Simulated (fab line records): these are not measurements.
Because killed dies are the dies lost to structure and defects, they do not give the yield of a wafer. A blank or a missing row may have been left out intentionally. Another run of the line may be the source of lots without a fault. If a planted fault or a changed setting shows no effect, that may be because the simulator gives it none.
The tool behind it: which one? + flow rit cmos + 15 lots with 45 wafers sampled at 5 steps, on a route of 202 steps

WHAT EACH GAUGE READ, for each wafer
RIT_FOX2_THK_MEAS_90.
| lot  | measured    | on            | FIELD_OXIDE_LEFT_1_THK (nm) |
|------|-------------|---------------|-----------------------------|
| L751 | day 1 20:18 | film metro-02 | 323 318 323                 |
| L752 | day 2 02:19 | film metro-02 | 308 315 316                 |
| L753 | day 2 07:57 | film metro-04 | 329 322 333                 |
| L754 | day 2 14:27 | film metro-03 | 322 325 323                 |
| L757 | day 3 07:22 | film metro-04 | 334 330 333                 |
| L758 | day 3 11:41 | film metro-04 | 319 319 324                 |
| L759 | day 3 15:47 | film metro-03 | 338 334 332                 |
| L760 | day 3 19:45 | film metro-03 | 328 328 330                 |
| L761 | day 3 23:49 | film metro-03 | 333 337 336                 |
| L766 | day 5 03:19 | film metro-04 | 335 327 335                 |
| L768 | day 5 08:58 | film metro-02 | 323 318 323                 |
| L769 | day 5 17:21 | film metro-02 | 317 318 313                 |
| L770 | day 5 21:36 | film metro-03 | 334 328 326                 |
| L771 | day 6 01:44 | film metro-03 | 324 324 318                 |
| L773 | day 6 11:22 | film metro-02 | 332 332 329                 |

RIT_PRETRO_OVL_MEAS_06.
| lot  | measured    | on         | PRETRO_OVL (nm) |
|------|-------------|------------|-----------------|
| L751 | day 2 07:35 | overlay-02 | 0.5 1.3 -1.4    |
| L752 | day 2 13:58 | overlay-01 | -1.3 0.3 -0.9   |
| L753 | day 2 23:21 | overlay-01 | -1.3 -1.7 -0.6  |
| L754 | day 3 04:47 | overlay-01 | 1.1 0.4 0.1     |
| L757 | day 3 19:20 | overlay-01 | -2.1 -2.6 -2.7  |
| L758 | day 4 00:37 | overlay-02 | 0.1 -1.3 -1.8   |
| L759 | day 4 03:52 | overlay-01 | -0.8 -0.2 0.6   |
| L760 | day 4 08:50 | overlay-02 | -1.3 -1.0 -1.0  |
| L761 | day 4 11:28 | overlay-02 | 0.2 0.5 1.8     |
| L766 | day 5 15:22 | overlay-02 | 1.5 0.8 3.3     |
| L768 | day 5 21:04 | overlay-02 | 1.1 0.2 1.3     |
| L769 | day 6 05:35 | overlay-02 | 2.3 2.2 1.1     |
| L770 | day 6 10:04 | overlay-01 | -2.0 -1.5 -1.2  |
| L771 | day 6 14:22 | overlay-01 | -0.8 0.1 0.0    |
| L773 | day 6 22:40 | overlay-01 | 0.0 1.0 -0.7    |

RIT_GATE_THK_MEAS_07.
| lot  | measured    | on            | GATE_OXIDE_THK (nm) |
|------|-------------|---------------|---------------------|
| L751 | day 2 17:22 | film metro-03 | 2.99 3.00 3.04      |
| L752 | day 3 00:34 | film metro-04 | 2.97 3.00 2.98      |
| L753 | day 3 04:38 | film metro-04 | 3.09 3.13 3.05      |
| L754 | day 3 08:55 | film metro-03 | 2.99 3.00 2.96      |
| L757 | day 3 23:11 | film metro-02 | 3.16 3.14 3.15      |
| L758 | day 4 06:19 | film metro-03 | 3.56 3.62 3.56      |
| L759 | day 4 08:57 | film metro-03 | 3.48 3.51 3.50      |
| L760 | day 4 15:01 | film metro-03 | 3.45 3.45 3.52      |
| L761 | day 4 15:57 | film metro-02 | 3.01 3.02 3.01      |
| L766 | day 5 20:58 | film metro-03 | 2.96 2.99 3.00      |
| L768 | day 5 23:49 | film metro-03 | 3.07 3.00 3.02      |
| L769 | day 6 09:58 | film metro-02 | 3.04 3.02 3.04      |
| L770 | day 6 12:32 | film metro-04 | 3.03 2.95 2.96      |
| L771 | day 7 00:32 | film metro-03 | 3.00 3.03 3.16      |
| L773 | day 7 02:07 | film metro-03 | 3.01 3.01 2.99      |

RIT_CONTACT_THK_MEAS_01.
| lot  | measured    | on            | CONTACT_TEOS_THK (nm) |
|------|-------------|---------------|-----------------------|
| L751 | day 3 13:05 | film metro-01 | 392 403 405           |
| L752 | day 3 17:24 | film metro-01 | 394 402 408           |
| L753 | day 3 21:44 | film metro-01 | 401 393 403           |
| L754 | day 4 02:47 | film metro-02 | 400 391 401           |
| L757 | day 4 18:58 | film metro-01 | 392 404 406           |
| L758 | day 5 02:02 | film metro-01 | 397 399 404           |
| L759 | day 5 02:26 | film metro-01 | 400 405 407           |
| L760 | day 5 08:13 | film metro-01 | 407 405 403           |
| L761 | day 5 09:40 | film metro-01 | 403 411 407           |
| L766 | day 6 13:34 | film metro-03 | 398 405 411           |
| L768 | day 6 17:11 | film metro-01 | 399 397 396           |
| L769 | day 7 08:44 | film metro-02 | 398 405 402           |
| L770 | day 7 06:09 | film metro-03 | 401 399 401           |
| L771 | day 8 05:11 | film metro-02 | 392 397 405           |
| L773 | day 8 05:35 | film metro-01 | 407 410 410           |

WHICH TOOL RAN EACH LOT (tool, then ch and the chambers of the sampled wafers, then the start)
| lot  | RIT_GATE_OXIDATION_05        |
|------|------------------------------|
| L751 | furnace-01 ch 0, day 2 11:10 |
| L752 | furnace-04 ch 0, day 2 18:40 |
| L753 | furnace-04 ch 0, day 3 02:29 |
| L754 | furnace-01 ch 0, day 3 06:29 |
| L757 | furnace-01 ch 0, day 3 20:37 |
| L758 | furnace-01 ch 0, day 4 03:03 |
| L759 | furnace-01 ch 0, day 4 06:19 |
| L760 | furnace-01 ch 0, day 4 12:11 |
| L761 | furnace-03 ch 0, day 4 13:39 |
| L766 | furnace-04 ch 0, day 5 18:20 |
| L768 | furnace-03 ch 0, day 5 22:28 |
| L769 | furnace-03 ch 0, day 6 08:38 |
| L770 | furnace-04 ch 0, day 6 11:13 |
| L771 | furnace-03 ch 0, day 6 19:57 |
| L773 | furnace-03 ch 0, day 7 00:31 |
- RIT_GATE_OXIDATION_05: target thk 3 nm, ox time 270 s.

AS READ BY THE TOOLS THEMSELVES (means over the sampled wafers that have a number; for cases with no such wafer, the mark the record gives instead)
RIT_GATE_OXIDATION_05.
| lot  | tool       | tube center temp C (C) |
|------|------------|------------------------|
| L751 | furnace-01 | 899.97                 |
| L752 | furnace-04 | 899.99                 |
| L753 | furnace-04 | 900.08                 |
| L754 | furnace-01 | 900.05                 |
| L757 | furnace-01 | 900.03                 |
| L758 | furnace-01 | 900.08                 |
| L759 | furnace-01 | 900.05                 |
| L760 | furnace-01 | 899.98                 |
| L761 | furnace-03 | 899.93                 |
| L766 | furnace-04 | 900.00                 |
| L768 | furnace-03 | 900.03                 |
| L769 | furnace-03 | 900.01                 |
| L770 | furnace-04 | 900.05                 |
| L771 | furnace-03 | 899.91                 |
| L773 | furnace-03 | 899.96                 |

THE ANSWER, worked out from the rows above alone
Rule: the usual values come from the lots themselves. The widest of any qualifying gaps counts: lots, ordered by their means at a reading, are off when they make up no more than a third of the lots, leave a main group of 4 or more, and stand apart from it by 3 or more times the standard deviation of that group's means. A main group is skipped when, at the precision printed for the reading in the tables above, its means are all equal. A lot without any number at a reading at which 4 lots or more have one is off too. The other lots that the step has rows for count as sound. The gauges are gone through in route order, then the tools' own readings, and for those a lot's mean is taken as printed above. At the first step where some lot is off, the reading lying furthest off is the one used; lots without a number count as furthest.
Off: L758, L759, L760, seen at RIT_GATE_THK_MEAS_07 (GATE_OXIDE_THK). Main group: mean 3.03 nm, sd 0.05.
If a tool, at a process step before that reading, ran all the lots that are off and no sound lot after the first of them, it fits. Gauges at RIT_GATE_THK_MEAS_07: tried the same way as those tools. One candidate fits, namely furnace-01 at RIT_GATE_OXIDATION_05. Its last sound lot is L757 (day 3 20:37), its first lot that is off L758 (day 4 03:03): a fault that began between those two fits.

WHAT THE SIMULATOR PUT IN
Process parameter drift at RIT_GATE_OXIDATION_05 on furnace-01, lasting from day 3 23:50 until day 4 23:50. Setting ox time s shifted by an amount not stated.
Shown lots that were struck: L758, L759, L760. This agrees with what the rule above found.
